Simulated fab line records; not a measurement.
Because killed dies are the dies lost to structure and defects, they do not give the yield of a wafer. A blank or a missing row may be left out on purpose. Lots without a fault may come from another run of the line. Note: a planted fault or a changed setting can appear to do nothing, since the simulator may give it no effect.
Problem report in the 8D (eight disciplines) form, filled by code :: flow berkeley_cmos170 :: the parts of the form that need people (team, actions taken, sign-off) are left out

## 1. THE PROBLEM
heater_power_total_W at UCB170_NWELL_PEB_10 reads a mean of 50.23 W on 6 wafers of 2 lots; wafers without a fault read 56.80 W with a standard deviation of 0.046. That is -99 or more standard deviations from the usual mean.
Seen first at day 4 20:05 on litho_track-03, wafer L559.2. The record holds 42 wafers of 14 lots with a number at this step. By rule, "out" or "out of limits" means more than 4 standard deviations away from the usual mean. All remaining wafers that have a number are taken as sound.

## 2. WHAT IT IS AND WHAT IT IS NOT
question: which readings at this step
is: heater_power_total_W, plate_temp_C
is not: -

question: which lots
is: L559, L562
is not: L548, L549, L550, L551, L552, L553, L554, L560, L567, L568, L569, L570

question: which wafers of those lots
is: all that have a number
is not: -

question: read on which tools
is: litho_track-03
is not: litho_track-02, litho_track-04

question: when
is: from day 4 20:05
is not: up to then (21 sound wafers); but 15 sound wafers of L560, L567, L568, L569, L570 came after

## 3. WHAT RULES OUT EACH SUSPECT
Counting: a tool stays on the suspect list if, at a process step up to the reading, it processed all lots that are out and no sound lot following the first of them.
- litho_track-03 at UCB170_NWELL_PEB_10: kept. It processed each lot that is out, first L559 at day 4 20:05, and no sound lot thereafter; up to then, the last sound lot it processed was L554 at day 3 19:06. On those wafers its own readings are out: heater_power_total_W, plate_temp_C.
Remaining after the count: litho_track-03 at UCB170_NWELL_PEB_10.

## 4. THE CAUSE (what the simulator had put in)
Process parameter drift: litho_track-03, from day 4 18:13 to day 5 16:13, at UCB170_NWELL_PEB_10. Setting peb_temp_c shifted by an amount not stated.
This tool alone remained once counting was done.

## 5. SEQUENCE OF EFFECTS, ordered by route
One row per reading whose mean, taken over the struck wafers that have a number, lies over 3 standard deviations from the usual. Scope: only readings with a usual standard deviation given in the record; hours: median across lots of the time from each lot's start at the first step in this table that gives one to its start at this step; sigmas: change in usual standard deviations.
hours: 0
step: UCB170_NWELL_PEB_10
reading: heater_power_total_W
usual: 56.80 W
on struck wafers: 50.23
change: -6.57
sigmas: -99 or more

hours: 0
step: UCB170_NWELL_PEB_10
reading: plate_temp_C
usual: 129.99 C
on struck wafers: 118.39
change: -11.60
sigmas: -83
Process steps it contains:
- UCB170_NWELL_PEB_10

## 6. WHAT WOULD HAVE CAUGHT IT SOONER
2 hours passed between the start of the fault at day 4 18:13 and the first reading out of limits in this record, taken at day 4 20:05.
